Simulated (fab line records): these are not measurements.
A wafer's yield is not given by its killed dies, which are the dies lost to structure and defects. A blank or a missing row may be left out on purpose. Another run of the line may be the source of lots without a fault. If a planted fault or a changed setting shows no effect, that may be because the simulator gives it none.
Which tool did it? :: flow berkeley_cmos170 :: 42 wafers from 14 lots sampled at 3 of the route's 331 steps

WHAT THE GAUGES SHOWED, per wafer
UCB170_V1_CD_MEAS_90 targets a cd of 700 nm.
lot: L360
measured: day 8 05:08
on: cd_sem-01
cd_nm (nm): 700.6 703.2 700.4

lot: L361
measured: day 9 05:35
on: cd_sem-02
cd_nm (nm): 701.0 699.1 700.5

lot: L363
measured: day 9 21:31
on: cd_sem-01
cd_nm (nm): 701.8 700.9 701.0

lot: L365
measured: day 9 22:13
on: cd_sem-01
cd_nm (nm): 698.6 699.0 697.2

lot: L364
measured: day 9 22:17
on: cd_sem-02
cd_nm (nm): 697.9 700.3 698.6

lot: L367
measured: day 10 04:05
on: cd_sem-01
cd_nm (nm): 699.2 698.7 699.1

lot: L368
measured: day 10 04:14
on: cd_sem-01
cd_nm (nm): 702.5 700.9 698.8

lot: L366
measured: day 10 04:19
on: cd_sem-02
cd_nm (nm): 701.5 699.1 697.7

lot: L370
measured: day 10 14:57
on: cd_sem-01
cd_nm (nm): 702.3 699.0 698.6

lot: L371
measured: day 11 00:14
on: cd_sem-02
cd_nm (nm): 698.0 695.8 698.4

lot: L378
measured: day 12 15:11
on: cd_sem-01
cd_nm (nm): 699.4 699.6 699.5

lot: L381
measured: day 12 15:40
on: cd_sem-01
cd_nm (nm): 699.7 699.2 699.6

lot: L383
measured: day 13 09:00
on: cd_sem-02
cd_nm (nm): 701.1 701.7 702.5

lot: L382
measured: day 14 20:14
on: cd_sem-01
cd_nm (nm): 700.3 701.9 700.4

UCB170_V2_CD_MEAS_12 targets a cd of 700 nm.
lot: L360
measured: day 8 10:35
on: cd_sem-02
cd_nm (nm): 698.9 698.3 698.8

lot: L361
measured: day 9 13:23
on: cd_sem-01
cd_nm (nm): 700.0 699.4 699.5

lot: L363
measured: day 10 03:29
on: cd_sem-02
cd_nm (nm): 700.2 699.9 699.2

lot: L365
measured: day 10 04:26
on: cd_sem-01
cd_nm (nm): 700.9 700.2 700.8

lot: L364
measured: day 10 04:40
on: cd_sem-01
cd_nm (nm): 697.8 697.0 697.3

lot: L367
measured: day 10 12:02
on: cd_sem-02
cd_nm (nm): 699.1 700.7 700.7

lot: L368
measured: day 10 12:16
on: cd_sem-01
cd_nm (nm): 700.6 701.5 702.5

lot: L366
measured: day 10 12:31
on: cd_sem-01
cd_nm (nm): 700.3 700.1 701.1

lot: L370
measured: day 10 21:56
on: cd_sem-01
cd_nm (nm): 701.4 700.3 697.9

lot: L371
measured: day 11 04:47
on: cd_sem-01
cd_nm (nm): 696.4 698.3 696.6

lot: L378
measured: day 12 19:38
on: cd_sem-01
cd_nm (nm): 700.0 701.2 701.2

lot: L381
measured: day 12 20:07
on: cd_sem-02
cd_nm (nm): 698.6 700.2 699.8

lot: L383
measured: day 13 14:18
on: cd_sem-01
cd_nm (nm): 698.7 698.5 699.9

lot: L382
measured: day 15 05:35
on: cd_sem-01
cd_nm (nm): 699.3 702.0 700.2

WHICH TOOL RAN EACH LOT (tool, then ch and the chambers of the sampled wafers, then the start)
lot: L360
UCB170_V2_CVD_00: pecvd-02 ch 0,1,2, day 8 08:23

lot: L361
UCB170_V2_CVD_00: pecvd-01 ch 0,1,2, day 9 11:05

lot: L363
UCB170_V2_CVD_00: pecvd-04 ch 0,1,2, day 10 00:26

lot: L365
UCB170_V2_CVD_00: pecvd-02 ch 0,2, day 10 01:08

lot: L364
UCB170_V2_CVD_00: pecvd-04 ch 0,1,2, day 10 01:13

lot: L367
UCB170_V2_CVD_00: pecvd-01 ch 0,1, day 10 08:00

lot: L368
UCB170_V2_CVD_00: pecvd-01 ch 0,1,2, day 10 08:31

lot: L366
UCB170_V2_CVD_00: pecvd-02 ch 0,2, day 10 08:26

lot: L370
UCB170_V2_CVD_00: pecvd-02 ch 1,2, day 10 20:05

lot: L371
UCB170_V2_CVD_00: pecvd-01 ch 0,2, day 11 02:58

lot: L378
UCB170_V2_CVD_00: pecvd-02 ch 0,1,2, day 12 17:53

lot: L381
UCB170_V2_CVD_00: pecvd-04 ch 0,1,2, day 12 18:15

lot: L383
UCB170_V2_CVD_00: pecvd-04 ch 0,1, day 13 12:23

lot: L382
UCB170_V2_CVD_00: pecvd-02 ch 0,2, day 15 01:36
- UCB170_V2_CVD_00: deposits SiO2 from TEOS/O2, target thk 2000 nm, time 250 s.

AS READ BY THE TOOLS THEMSELVES (means over the sampled wafers that have a number; for cases with no such wafer, the mark the record gives instead)
UCB170_V2_CVD_00.
lot: L360
tool: pecvd-02
heater_power_w (W): 279
rf_fwd_power_W (W): 549.3

lot: L361
tool: pecvd-01
heater_power_w (W): 221
rf_fwd_power_W (W): 547.7

lot: L363
tool: pecvd-04
heater_power_w (W): 255
rf_fwd_power_W (W): 546.8

lot: L365
tool: pecvd-02
heater_power_w (W): 271
rf_fwd_power_W (W): 548.3

lot: L364
tool: pecvd-04
heater_power_w (W): 238
rf_fwd_power_W (W): 549.5

lot: L367
tool: pecvd-01
heater_power_w (W): 227
rf_fwd_power_W (W): 549.6

lot: L368
tool: pecvd-01
heater_power_w (W): 228
rf_fwd_power_W (W): 548.3

lot: L366
tool: pecvd-02
heater_power_w (W): 305
rf_fwd_power_W (W): 550.2

lot: L370
tool: pecvd-02
heater_power_w (W): 258
rf_fwd_power_W (W): 547.0

lot: L371
tool: pecvd-01
heater_power_w (W): 244
rf_fwd_power_W (W): 548.7

lot: L378
tool: pecvd-02
heater_power_w (W): 257
rf_fwd_power_W (W): 548.1

lot: L381
tool: pecvd-04
heater_power_w (W): 201
rf_fwd_power_W (W): 549.1

lot: L383
tool: pecvd-04
heater_power_w (W): 244
rf_fwd_power_W (W): 547.9

lot: L382
tool: pecvd-02
heater_power_w (W): 281
rf_fwd_power_W (W): 548.4

THE ANSWER, worked out from the rows above alone
Rule: the lots themselves supply what counts as usual. The widest of any qualifying gaps counts: lots, ordered by their means at a reading, are off when they make up no more than a third of the lots, leave a main group of 4 or more, and stand apart from it by 3 or more times the standard deviation of that group's means. The tables above print the reading to a certain number of digits; a main group whose means all agree to those digits is not used. A lot without any number at a reading at which 4 lots or more have one is off too. Where the step has rows for the other lots, those lots are counted as sound. First the gauges in route order, then the tools' own readings, where a lot's mean is used as printed above. At the first step where some lot is off, the reading lying furthest off is the one used; lots without a number count as furthest.
Nothing can be told from this: no lot is off at any reading shown.

WHAT HAD BEEN PUT IN BY THE SIMULATOR
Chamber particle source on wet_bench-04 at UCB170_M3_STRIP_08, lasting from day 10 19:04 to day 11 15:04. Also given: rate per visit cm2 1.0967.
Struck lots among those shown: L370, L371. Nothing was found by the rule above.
